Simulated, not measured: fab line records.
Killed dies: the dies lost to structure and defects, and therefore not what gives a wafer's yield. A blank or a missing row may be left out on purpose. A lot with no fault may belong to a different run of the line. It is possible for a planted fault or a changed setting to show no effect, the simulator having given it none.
fab line records	flow rit_cmos
record: lots: 6	wafers: 18	last_day: 7
route steps=202 shown SPACER@127 NSD@131 PSD@142 SDANNEAL@153 PLDD@159 M1@202
lots untouched by any fault: they come from a run of this same line in which no faults occurred
start_h: hours from the record's opening day to when the first of the lot's shown wafers began	wait_h: time in hours since the lot's previous step	" same as the row above	L1.1+2: a single row standing in for several wafers	- value missing, or start not given	* or withheld: withheld	< > ~ a bound
route shown NAME@n: a module of which the file shows steps, and the number in the route of the first	usual: mean and standard deviation over wafers with no fault	same: alike in all rows	chamber/n: place in a boat	sites: per-site readings	_std_site: standard deviation across them	_edge_site: the outer-site mean with the inner-site mean subtracted	radius_mm: for every site, how far away it sits from the centre of the wafer	mask NAME#n: copy n	behind: the most recent tool/chamber to have shaped the wafer	hold: the reason the lot was held/the length of the hold in hours/how it ended	device: the transistor (n, p or np) that didn't switch	end of line: the same wafers' tests at the end of the route	a step given without rows: its recipe and nothing more	killed: dies that structure and defects cost at the first sort, which is not the same as the wafer's yield	map: shows each die of a wafer: x if killed, . if not, _ if none is there
set.NAME: the setting that was run; set.NAME@STEP: the one run at that earlier step	model.NAME: the simulator's own value behind a step, which no gauge read
certain route steps with their lots: each step a table, each wafer a row
services: when a tool's chamber went out of use (start_h, in hours from the record's first day, below 0 if earlier), for how many hours, and the reason
== steps ==
step: RIT_SPACER_CLEAN_02
recipe: chemistry: SC2	mix: 3:3:50	time_s: 600	temp_c: 75	dry: n2_spin
step: RIT_SPACER_CVD_03
recipe: material: Si3N4	target_thk_nm: 250	temp_c: 810	precursor: SiH2Cl2/NH3	time_s: 3300	pressure_mtorr: 300	sih2cl2_flow_sccm: 60	nh3_flow_sccm: 150
step: RIT_SPACER_THK_MEAS_04
recipe: reads: Si3N4_of_SPACER_CVD_03
usual: SPACER_NITRIDE_THK: 249.4/2.5
lot.wafer	tool	chamber	start_h	wait_h	SPACER_NITRIDE_THK[nm]
L563.1	film_metro-04	-	53.76	0.0	251.9
L563.3	"	-	"	"	252.3
L563.5	"	-	"	"	248.0
L564.2	film_metro-04	-	57.57	0.0	253.9
L564.3	"	-	"	"	252.6
L564.4	"	-	"	"	255.1
L569.2	film_metro-04	-	83.48	0.0	243.9
L569.3	"	-	"	"	242.5
L569.6	"	-	"	"	244.4
L574.2	film_metro-01	-	116.66	0.0	248.6
L574.3	"	-	"	"	249.6
L574.5	"	-	"	"	247.6
L576.1	film_metro-04	-	122.54	0.0	248.6
L576.3	"	-	"	"	248.6
L576.4	"	-	"	"	246.4
L582.1	film_metro-01	-	152.83	0.0	252.6
L582.4	"	-	"	"	251.5
L582.6	"	-	"	"	251.3
step: RIT_SPACER_ETCHBACK_05
recipe: target_depth_a: 2500	SF6_flow_sccm: 30	CHF3_flow_sccm: 30	target: Si3N4	chemistry: SF6/CHF3	pressure_mtorr: 40	rf_w: 250	time_s: 240	stop_on: SiO2
usual: drypump_motor_current_A: 5.7/0.4	oes_product_au: 0.844/0.015	throttle_valve_pct: 10.33/0.19
lot.wafer	tool	chamber	start_h	wait_h	drypump_motor_current_A	oes_product_au	rf_hours_counter_h	throttle_valve_pct
L563.1	rie_diel-02	2	53.82	0.1	6.6	0.872	157	10.42
L563.3	"	3	"	"	5.4	0.867	91	10.39
L563.5	"	1	"	"	5.5	0.853	-	10.45
L564.2	rie_diel-02	3	57.62	0.0	5.4	0.862	91	10.39
L564.3	"	2	"	"	6.6	0.883	158	10.42
L564.4	"	3	"	"	5.4	0.876	-	10.40
L569.2	rie_diel-03	2	83.53	0.0	5.2	0.834	142	10.27
L569.3	"	0	"	"	6.1	0.826	152	10.41
L569.6	"	2	"	"	5.2	0.844	-	10.27
L574.2	rie_diel-01	2	116.71	0.0	6.0	0.832	48	10.46
L574.3	"	0	"	"	5.2	0.825	120	10.35
L574.5	"	3	"	"	5.8	0.836	-	10.00
L576.1	rie_diel-01	0	122.60	0.1	5.2	0.815	120	10.32
L576.3	"	2	"	"	6.0	0.832	48	10.45
L576.4	"	1	"	"	5.6	0.834	0	10.51
L582.1	rie_diel-02	2	152.89	0.1	6.6	0.836	0	10.41
L582.4	"	1	"	"	5.5	0.858	55	10.45
L582.6	"	1	"	"	5.5	0.868	-	10.45
step: RIT_NSD_HMDS_00
recipe: prime_time_s: 60	prime_temp_c: 140
step: RIT_NSD_COAT_01
recipe: resist: NOVOLAK	spin_rpm: 3250	resist_thk_nm: 1000
step: RIT_NSD_SOFTBAKE_02
recipe: resist: NOVOLAK	temp_c: 90	time_s: 60
step: RIT_NSD_EXPOSE_03
recipe: mask_id: M9	na: 0.57	target_cd_nm: 40700	dose_mj: 250
step: RIT_NSD_PEB_04
recipe: resist: NOVOLAK	temp_c: withheld	time_s: withheld
step: RIT_NSD_DEVELOP_05
recipe: resist: NOVOLAK	develop_time_s: 50	dev_temp_c: 23
step: RIT_NSD_OVL_MEAS_06
usual: NSD_OVL: -1.1/1.3
lot.wafer	tool	chamber	start_h	wait_h	NSD_OVL[nm]
L563.1	overlay-01	-	54.93	-	-1.9
L563.3	"	-	"	"	-2.4
L563.5	"	-	"	"	-1.6
L564.2	overlay-01	-	58.75	-	0.0
L564.3	"	-	"	"	0.4
L564.4	"	-	"	"	-0.3
L569.2	overlay-01	-	84.67	-	-2.8
L569.3	"	-	"	"	-1.3
L569.6	"	-	"	"	-1.6
L574.2	overlay-02	-	117.71	-	-0.3
L574.3	"	-	"	"	-0.5
L574.5	"	-	"	"	-0.4
L576.1	overlay-02	-	123.60	-	1.0
L576.3	"	-	"	"	0.2
L576.4	"	-	"	"	1.0
L582.1	overlay-01	-	154.02	-	-0.2
L582.4	"	-	"	"	-2.1
L582.6	"	-	"	"	-0.2
step: RIT_NSD_HARDBAKE_07
recipe: resist: NOVOLAK	temp_c: 140	time_s: 60
step: RIT_NSD_IMPLANT_08
recipe: species: P	energy_kev: 25	dose_cm2: 1e+15	tilt_deg: 7
usual: beam_on_s: 9.99/0.18	dose_ions_cm2: 1.0003e+15/1e+12	end_station_pressure_torr: 7.4e-06/3.8e-07	faraday_current_uA: 3138/55
lot.wafer	tool	chamber	start_h	wait_h	beam_on_s	dose_ions_cm2	end_station_pressure_torr	faraday_current_uA
L563.1	implanter-04	0	55.11	0.1	10.21	9.994e+14	7.2e-06	3078
L563.3	"	0	"	"	9.70	1.0001e+15	7.4e-06	3228
L563.5	"	0	"	"	10.08	9.993e+14	7.7e-06	3111
L564.2	implanter-02	0	58.95	0.1	10.04	9.996e+14	7.1e-06	3124
L564.3	"	0	"	"	10.19	9.984e+14	7e-06	3097
L564.4	"	0	"	"	9.77	9.994e+14	7.3e-06	3198
L569.2	implanter-02	0	84.88	0.1	10.02	1.8754e+15	1.01e-05	5837
L569.3	"	0	"	"	10.01	1.8749e+15	1.01e-05	5823
L569.6	"	0	"	"	9.66	1.8741e+15	1.01e-05	6007
L574.2	implanter-02	0	117.92	0.1	9.92	1.8757e+15	9.5e-06	5870
L574.3	"	0	"	"	9.76	1.8755e+15	9.2e-06	5958
L574.5	"	0	"	"	9.95	1.8755e+15	9.9e-06	5872
L576.1	implanter-04	0	123.79	0.1	10.12	1.0023e+15	7.7e-06	3095
L576.3	"	0	"	"	10.06	1.0013e+15	7.6e-06	3101
L576.4	"	0	"	"	10.22	1.0027e+15	8.2e-06	3049
L582.1	implanter-04	0	154.20	0.1	10.33	1.001e+15	7.6e-06	3045
L582.4	"	0	"	"	10.00	1.0016e+15	7.4e-06	3132
L582.6	"	0	"	"	10.06	1.0001e+15	6.9e-06	3111
step: RIT_NSD_STRIP_09
recipe: chemistry: O2	time_s: 180	resist: NOVOLAK	platen_temp_c: withheld	power_w: 500	pressure_mtorr: 4000	o2_flow_sccm: 4000
usual: drypump_motor_current_A: 6.0/0.38
lot.wafer	tool	chamber	start_h	wait_h	drypump_motor_current_A	rf_hours_counter_h
L563.1	plasma_asher-04	1	55.26	0.1	6.7	43
L563.3	"	0	"	"	6.3	-
L563.5	"	0	"	"	6.3	-
L564.2	plasma_asher-01	0	59.08	0.1	5.6	24
L564.3	"	0	"	"	5.6	-
L564.4	"	1	"	"	5.6	-
L569.2	plasma_asher-01	1	85.00	0.1	5.6	26
L569.3	"	0	"	"	5.6	-
L569.6	"	0	"	"	5.6	-
L574.2	plasma_asher-01	1	118.04	0.1	5.6	30
L574.3	"	1	"	"	5.7	-
L574.5	"	0	"	"	5.6	-
L576.1	plasma_asher-04	1	123.94	0.1	6.7	49
L576.3	"	1	"	"	6.6	-
L576.4	"	0	"	"	6.3	-
L582.1	plasma_asher-04	0	154.35	0.1	6.3	52
L582.4	"	1	"	"	6.7	-
L582.6	"	1	"	"	6.7	-
step: RIT_NSD_TW_MEAS_10
usual: NSD_TW: 3100/27
lot.wafer	tool	chamber	start_h	wait_h	NSD_TW
L563.1	film_metro-02	-	55.44	0.1	3073
L563.3	"	-	"	"	3080
L563.5	"	-	"	"	3078
L564.2	film_metro-01	-	59.26	0.1	3123
L564.3	"	-	"	"	3115
L564.4	"	-	"	"	3119
L569.2	film_metro-02	-	85.19	0.1	3429
L569.3	"	-	"	"	3445
L569.6	"	-	"	"	3431
L574.2	film_metro-02	-	118.23	0.1	3441
L574.3	"	-	"	"	3437
L574.5	"	-	"	"	3446
L576.1	film_metro-02	-	124.11	0.1	3096
L576.3	"	-	"	"	3084
L576.4	"	-	"	"	3088
L582.1	film_metro-01	-	154.53	0.1	3101
L582.4	"	-	"	"	3122
L582.6	"	-	"	"	3079
step: RIT_PSD_HMDS_00
recipe: prime_time_s: 60	prime_temp_c: 140
step: RIT_PSD_COAT_01
recipe: resist: NOVOLAK	spin_rpm: 3250	resist_thk_nm: 1000
step: RIT_PSD_SOFTBAKE_02
recipe: resist: NOVOLAK	temp_c: 90	time_s: 60
step: RIT_PSD_EXPOSE_03
recipe: mask_id: M10	na: 0.57	target_cd_nm: 40900	dose_mj: 250
step: RIT_PSD_PEB_04
recipe: resist: NOVOLAK	temp_c: withheld	time_s: withheld
step: RIT_PSD_DEVELOP_05
recipe: resist: NOVOLAK	develop_time_s: 50	dev_temp_c: 23
step: RIT_PSD_OVL_MEAS_06
usual: PSD_OVL: -0.7/1.5
lot.wafer	tool	chamber	start_h	wait_h	PSD_OVL[nm]
L563.1	overlay-02	-	56.35	-	-1.9
L563.3	"	-	"	"	-0.7
L563.5	"	-	"	"	-0.2
L564.2	overlay-02	-	60.29	-	-1.1
L564.3	"	-	"	"	0.7
L564.4	"	-	"	"	-0.3
L569.2	overlay-02	-	86.09	-	-0.1
L569.3	"	-	"	"	-0.1
L569.6	"	-	"	"	0.2
L574.2	overlay-01	-	119.13	-	-1.0
L574.3	"	-	"	"	-3.1
L574.5	"	-	"	"	-2.7
L576.1	overlay-01	-	125.21	-	-2.3
L576.3	"	-	"	"	-2.2
L576.4	"	-	"	"	-2.9
L582.1	overlay-02	-	155.44	-	-0.5
L582.4	"	-	"	"	-0.3
L582.6	"	-	"	"	-1.1
step: RIT_PSD_HARDBAKE_07
recipe: resist: NOVOLAK	temp_c: 140	time_s: 60
step: RIT_PSD_IMPLANT_08
recipe: species: BF2	energy_kev: 27	dose_cm2: 5e+15	tilt_deg: 7
step: RIT_PSD_STRIP_09
recipe: chemistry: O2	time_s: 180	resist: NOVOLAK	platen_temp_c: withheld	power_w: 500	pressure_mtorr: 4000	o2_flow_sccm: 4000
usual: drypump_motor_current_A: 5.70/0.26
lot.wafer	tool	chamber	start_h	wait_h	drypump_motor_current_A	rf_hours_counter_h
L563.1	plasma_asher-02	1	56.68	0.1	5.28	42
L563.3	"	1	"	"	5.26	-
L563.5	"	1	"	"	5.26	-
L564.2	plasma_asher-03	1	60.62	0.1	5.67	41
L564.3	"	1	"	"	5.65	-
L564.4	"	0	"	"	6.02	-
L569.2	plasma_asher-01	1	86.42	0.1	5.66	27
L569.3	"	1	"	"	5.63	-
L569.6	"	0	"	"	5.58	-
L574.2	plasma_asher-02	1	119.49	0.1	5.25	0
L574.3	"	1	"	"	5.27	-
L574.5	"	1	"	"	5.27	-
L576.1	plasma_asher-02	1	125.69	0.1	5.25	1
L576.3	"	1	"	"	5.23	-
L576.4	"	0	"	"	6.06	-
L582.1	plasma_asher-01	1	155.77	0.1	5.65	34
L582.4	"	0	"	"	5.62	-
L582.6	"	1	"	"	5.64	-
step: RIT_PSD_TW_MEAS_10
usual: PSD_TW: 3417/31
lot.wafer	tool	chamber	start_h	wait_h	PSD_TW
L563.1	film_metro-01	-	56.86	0.1	3408
L563.3	"	-	"	"	3408
L563.5	"	-	"	"	3397
L564.2	film_metro-01	-	60.81	0.1	3411
L564.3	"	-	"	"	3426
L564.4	"	-	"	"	3431
L569.2	film_metro-02	-	86.61	0.1	3385
L569.3	"	-	"	"	3359
L569.6	"	-	"	"	3378
L574.2	film_metro-01	-	119.67	0.1	3381
L574.3	"	-	"	"	3409
L574.5	"	-	"	"	3386
L576.1	film_metro-01	-	125.86	0.1	3431
L576.3	"	-	"	"	3396
L576.4	"	-	"	"	3430
L582.1	film_metro-01	-	155.95	0.1	3394
L582.4	"	-	"	"	3401
L582.6	"	-	"	"	3404
step: RIT_SDANNEAL_CLEAN_00
recipe: chemistry: SC1	mix: 3:3:50	time_s: 600	temp_c: 75
step: RIT_SDANNEAL_CLEAN_01
recipe: chemistry: dHF	dilution: 50:1	time_s: 30
step: RIT_SDANNEAL_CLEAN_02
recipe: chemistry: SC2	mix: 3:3:50	time_s: 600	temp_c: 75	dry: n2_spin
step: RIT_SDANNEAL_RTA_03
recipe: temp_c: 1050	time_s: 5	idle_temp_c: 600	ramp_up_c_per_s: 342	ramp_down_c_per_s: 171	cool_to_c: 600	ambient: N2
usual: wafer_temp_C_max: 1053.5/1.1
lot.wafer	tool	chamber	start_h	wait_h	wafer_temp_C_max
L563.1	rtp_anneal-02	0	57.28	0.0	1052.9
L563.3	"	0	"	"	1053.9
L563.5	"	0	"	"	1053.7
L564.2	rtp_anneal-01	0	61.24	0.0	1053.9
L564.3	"	0	"	"	1054.4
L564.4	"	0	"	"	1054.1
L569.2	rtp_anneal-02	0	87.04	0.0	1054.4
L569.3	"	0	"	"	1053.8
L569.6	"	0	"	"	1052.8
L574.2	rtp_anneal-01	0	120.10	0.0	1052.4
L574.3	"	0	"	"	1052.7
L574.5	"	0	"	"	1053.6
L576.1	rtp_anneal-01	0	126.29	0.0	1053.4
L576.3	"	0	"	"	1054.8
L576.4	"	0	"	"	1054.1
L582.1	rtp_anneal-01	0	156.41	0.0	1053.1
L582.4	"	0	"	"	1052.8
L582.6	"	0	"	"	1052.5
step: RIT_SDANNEAL_RS_MEAS_04
recipe: thk_meas_gauge: four-point-probe
usual: PSD_RS: 115.90/0.29
lot.wafer	tool	chamber	start_h	wait_h	PSD_RS[ohm/sq]
L563.1	film_metro-03	-	57.34	0.0	115.48
L563.3	"	-	"	"	115.53
L563.5	"	-	"	"	115.53
L564.2	film_metro-02	-	61.30	0.1	116.39
L564.3	"	-	"	"	116.27
L564.4	"	-	"	"	115.49
L569.2	film_metro-02	-	87.10	0.1	115.90
L569.3	"	-	"	"	115.90
L569.6	"	-	"	"	116.09
L574.2	film_metro-02	-	120.17	0.1	116.02
L574.3	"	-	"	"	116.45
L574.5	"	-	"	"	115.89
L576.1	film_metro-03	-	126.35	0.0	115.78
L576.3	"	-	"	"	115.83
L576.4	"	-	"	"	115.94
L582.1	film_metro-03	-	156.47	0.0	115.78
L582.4	"	-	"	"	115.82
L582.6	"	-	"	"	115.87
step: RIT_SDANNEAL_RS_MEAS_05
recipe: thk_meas_gauge: four-point-probe
usual: NSD_RS: 84.50/0.28
lot.wafer	tool	chamber	start_h	wait_h	NSD_RS[ohm/sq]
L563.1	film_metro-03	-	57.46	0.1	84.80
L563.3	"	-	"	"	84.57
L563.5	"	-	"	"	84.36
L564.2	film_metro-02	-	61.42	0.1	84.92
L564.3	"	-	"	"	84.73
L564.4	"	-	"	"	84.82
L569.2	film_metro-02	-	87.22	0.1	54.07
L569.3	"	-	"	"	54.10
L569.6	"	-	"	"	53.97
L574.2	film_metro-02	-	120.29	0.1	54.27
L574.3	"	-	"	"	54.30
L574.5	"	-	"	"	54.20
L576.1	film_metro-03	-	126.47	0.1	84.22
L576.3	"	-	"	"	83.87
L576.4	"	-	"	"	84.09
L582.1	film_metro-03	-	156.59	0.1	84.81
L582.4	"	-	"	"	84.63
L582.6	"	-	"	"	84.78
step: RIT_SDANNEAL_RS_MEAS_06
recipe: thk_meas_gauge: four-point-probe
usual: PLDD_RS: 178.6/0.5
lot.wafer	tool	chamber	start_h	wait_h	PLDD_RS[ohm/sq]
L563.1	film_metro-03	-	57.58	0.1	178.5
L563.3	"	-	"	"	178.9
L563.5	"	-	"	"	178.4
L564.2	film_metro-02	-	61.54	0.1	179.1
L564.3	"	-	"	"	179.1
L564.4	"	-	"	"	178.0
L569.2	film_metro-02	-	87.34	0.1	178.4
L569.3	"	-	"	"	177.7
L569.6	"	-	"	"	178.0
L574.2	film_metro-02	-	120.41	0.1	178.0
L574.3	"	-	"	"	179.1
L574.5	"	-	"	"	178.5
L576.1	film_metro-03	-	126.59	0.1	178.6
L576.3	"	-	"	"	178.3
L576.4	"	-	"	"	179.0
L582.1	film_metro-03	-	156.71	0.1	178.8
L582.4	"	-	"	"	178.8
L582.6	"	-	"	"	178.8
step: RIT_M1_PROBE_99
usual: killed_at_front_end: 7/3.1	killed_dies: 7/3.1	killed_open: 3.3/2	killed_short: 3.6/1.9
same: gross_dies: 264	killed_at_M0_to_M3: 0	killed_at_M4_up: 0	killed_at_back_side: 0	killed_at_contacts: 0	killed_at_other: 0
lot.wafer	tool	chamber	start_h	wait_h	killed_at_front_end	killed_dies	killed_open	killed_short	model.etest.nmos_0p3.r_on_ohm_um	model.etest.nmos_0p15.r_on_ohm_um	model.etest.nmos_0p15.drive_ua_um	model.etest.nmos_narrow.drive_ua_um	model.etest.nmos_0p3.drive_ua_um	model.etest.contact_nplus.end_ohm_um	model.etest.npoly_line.line_ohm_um	model.etest.npoly_line.rs_ohm_sq
L563.1	prober-01	-	64.58	0.1	4	4	3	1	2209	1156	454.6	212.6	219.1	43.11	168.8	16.78
L563.3	prober-01	-	64.68	0.2	5	5	1	4	2170	1115	470.3	216.2	222	41.27	172.6	17.23
L563.5	prober-01	-	64.78	0.2	5	5	3	2	2188	1153	465.9	221.2	219.7	41.65	170.2	16.94
L564.2	prober-02	-	68.61	0.1	5	5	5	0	2154	1088	486.3	220.1	224.8	41.28	167.2	16.91
L564.3	prober-02	-	68.66	0.2	14	14	9	5	2141	1110	490.3	222.3	229.8	39.75	174.6	17.28
L564.4	prober-02	-	68.71	0.2	8	8	3	5	2133	1082	490.4	225	227.9	41.34	170.8	17.1
L569.2	prober-01	-	94.68	0.1	5	5	4	1	1932	1004	533.7	268.2	265.1	19.16	165.3	16.35
L569.3	prober-01	-	94.73	0.2	7	7	3	4	1935	1036	523.8	266.3	266.8	19.34	166.1	16.51
L569.6	prober-01	-	94.88	0.2	4	4	2	2	1912	1006	535.2	271.9	270.5	19.23	165.3	16.39
L574.2	prober-02	-	127.69	0.1	9	9	6	3	1966	993.7	505.2	249.7	245.8	18.46	159.7	16.4
L574.3	prober-02	-	127.74	0.2	7	7	3	4	1983	990.7	509.4	239.2	242.8	18.52	163.7	16.38
L574.5	prober-02	-	127.84	0.2	6	6	4	2	1926	956.2	525.1	249.7	252.4	18.2	162.6	16.44
L576.1	prober-02	-	133.62	0.1	3	3	1	2	2192	1186	446	219	221.6	41.34	158.5	17
L576.3	prober-02	-	133.72	0.2	7	7	4	3	2194	1145	449.1	219	216.8	41.6	164.4	16.87
L576.4	prober-02	-	133.77	0.2	7	7	2	5	2136	1110	461.5	221.4	221.2	40.56	164.5	17.11
L582.1	prober-02	-	163.84	0.1	11	11	4	7	2104	1090	490.5	236.4	235.6	41.91	167.8	17.09
L582.4	prober-02	-	163.99	0.2	11	11	5	6	2132	1119	484.5	234.5	235	42.24	163.5	16.86
L582.6	prober-02	-	164.09	0.2	6	6	3	3	2080	1105	488.6	239.3	240.6	41.54	166.5	17.04
killed by level:class
L563.1 SILICIDE:geometric_particle:open=2 FOX1:geometric_particle:short=1 GATE:geometric_particle:open=1
L563.3 GATE:geometric_particle:short=3 FOX2:geometric_particle:short=1 SILICIDE:geometric_particle:open=1
L563.5 REOX:geometric_particle:open=2 FOX1:geometric_particle:open=1 REOX:geometric_particle:short=1 SPACER:geometric_particle:short=1
L564.2 SILICIDE:geometric_particle:open=3 GATE:geometric_particle:open=2
L564.3 GATE:geometric_particle:open=3 FOX1:geometric_particle:short=2 FOX1:geometric_particle:open=2 GATE:geometric_particle:short=2 REOX:geometric_particle:open=2 FOX2:geometric_particle:open=1 SPACER:geometric_particle:short=1 SPACER:geometric_particle:open=1
L564.4 GATE:geometric_particle:short=3 ACTIVE:geometric_particle:open=1 FOX2:geometric_particle:short=1 REOX:geometric_particle:open=1 SPACER:geometric_particle:open=1 SILICIDE:geometric_particle:short=1
L569.2 FOX2:geometric_particle:open=1 GATE:geometric_particle:open=1 SPACER:geometric_particle:open=1 SPACER:geometric_particle:short=1 SILICIDE:geometric_particle:open=1
L569.3 SPACER:geometric_particle:short=2 GATE:geometric_particle:short=1 GATE:geometric_particle:open=1 SPACER:geometric_particle:open=1 SILICIDE:geometric_particle:short=1 SILICIDE:geometric_particle:open=1
L569.6 FOX1:geometric_particle:open=2 GATE:geometric_particle:short=1 SPACER:geometric_particle:short=1
L574.2 FOX1:geometric_particle:open=3 ACTIVE:geometric_particle:open=1 ACTIVE:geometric_particle:short=1 GATE:geometric_particle:open=1 GATE:geometric_particle:short=1 SILICIDE:geometric_particle:short=1 SILICIDE:geometric_particle:open=1
L574.3 GATE:geometric_particle:short=2 FOX2:geometric_particle:open=1 FOX2:geometric_particle:short=1 GATE:geometric_particle:open=1 REOX:geometric_particle:open=1 SILICIDE:geometric_particle:short=1
L574.5 GATE:geometric_particle:open=3 GATE:geometric_particle:short=1 REOX:geometric_particle:open=1 SILICIDE:geometric_particle:short=1
L576.1 FOX2:geometric_particle:short=1 SPACER:geometric_particle:short=1 SILICIDE:geometric_particle:open=1
L576.3 GATE:geometric_particle:short=2 FOX1:geometric_particle:open=1 GATE:geometric_particle:open=1 SPACER:geometric_particle:short=1 SPACER:geometric_particle:open=1 SILICIDE:geometric_particle:open=1
L576.4 GATE:geometric_particle:short=2 SILICIDE:geometric_particle:short=2 FOX1:geometric_particle:open=1 GATE:geometric_particle:open=1 SPACER:geometric_particle:short=1
L582.1 GATE:geometric_particle:open=2 GATE:geometric_particle:short=2 FOX1:geometric_particle:short=1 FOX2:geometric_particle:short=1 REOX:geometric_particle:short=1 REOX:geometric_particle:open=1 SPACER:geometric_particle:short=1 SILICIDE:geometric_particle:open=1
L582.4 GATE:geometric_particle:open=3 FOX1:geometric_particle:open=2 GATE:geometric_particle:short=2 FOX1:geometric_particle:short=1 FOX2:geometric_particle:short=1 SPACER:geometric_particle:short=1 SILICIDE:geometric_particle:short=1
L582.6 GATE:geometric_particle:open=2 FOX1:geometric_particle:short=1 FOX2:geometric_particle:short=1 FOX2:geometric_particle:open=1 SPACER:geometric_particle:short=1
== services ==
tool	chamber	start_h	hours	kind
plasma_asher-01	-	50.84	2.4	repair
rie_diel-02	0	53.74	-	clean
rie_diel-02	0	53.74	27.6	scheduled_down
rie_diel-02	0	53.74	27.6	vent_cycle
implanter-02	-	53.76	1.7	repair
rie_diel-02	1	77.89	7.6	repair
rie_diel-01	-	80.40	0.5	repair
plasma_asher-04	-	82.67	4.3	pm
rie_diel-01	1	90.89	4.3	repair
plasma_asher-03	-	92.75	3.4	repair
rie_diel-03	0	94.63	17.8	repair
implanter-04	-	99.05	1.7	repair
plasma_asher-04	-	100.14	10.0	pm
plasma_asher-01	-	102.78	0.8	repair
implanter-04	-	107.57	3.0	repair
plasma_asher-02	-	108.75	9.0	pm
plasma_asher-02	0	108.75	9.0	vent_cycle
plasma_asher-02	1	108.75	9.0	vent_cycle
rie_diel-02	2	111.65	-	clean
rie_diel-02	2	111.65	29.0	scheduled_down
rie_diel-03	2	123.99	8.1	repair
rie_diel-02	1	136.15	6.4	repair
plasma_asher-04	-	145.66	1.5	repair
plasma_asher-03	-	150.50	1.7	repair
== key ==
first_sign: step: RIT_NSD_IMPLANT_08	reading: dose_ions_cm2	direction: up	sigmas: 99+	usual: 1.0003e+15	struck: 1.8752e+15
effect: step: RIT_NSD_IMPLANT_08	reading: faraday_current_uA	direction: up	sigmas: 50	usual: 3138	struck: 5894
effect: step: RIT_NSD_TW_MEAS_10	reading: NSD_TW	direction: up	sigmas: 12	usual: 3100	struck: 3438
effect: step: RIT_SDANNEAL_RS_MEAS_05	reading: NSD_RS	direction: down	sigmas: 99+	usual: 84.50	struck: 54.15
model_effect: step: RIT_M1_PROBE_99	value: etest.nmos_0p3.r_on_ohm_um	without: 2143	struck: 1942
met_at RIT_NSD_IMPLANT_08
struck_wafers L569.2,L569.3,L569.6,L574.2,L574.3,L574.5
tester_left_out L569,L574
onset_between 58.95 84.88
fault: kind: process_parameter_drift	tool: implanter-02	chamber: -	onset_h: 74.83	steps: RIT_NSD_IMPLANT_08	channel: dose_cm2	offset: 8.746e+14	shape: step	end_h: 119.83	acts_in: these_recipes_only	stated: 1e+15
tester_left_out: of these lots the tester's yield and bins aren't shown, on N5 and GAA mostly nor the transistor test; their killed dies are dies lost to structure and defects alone, not to doping, threshold or leakage, so they don't give the yield
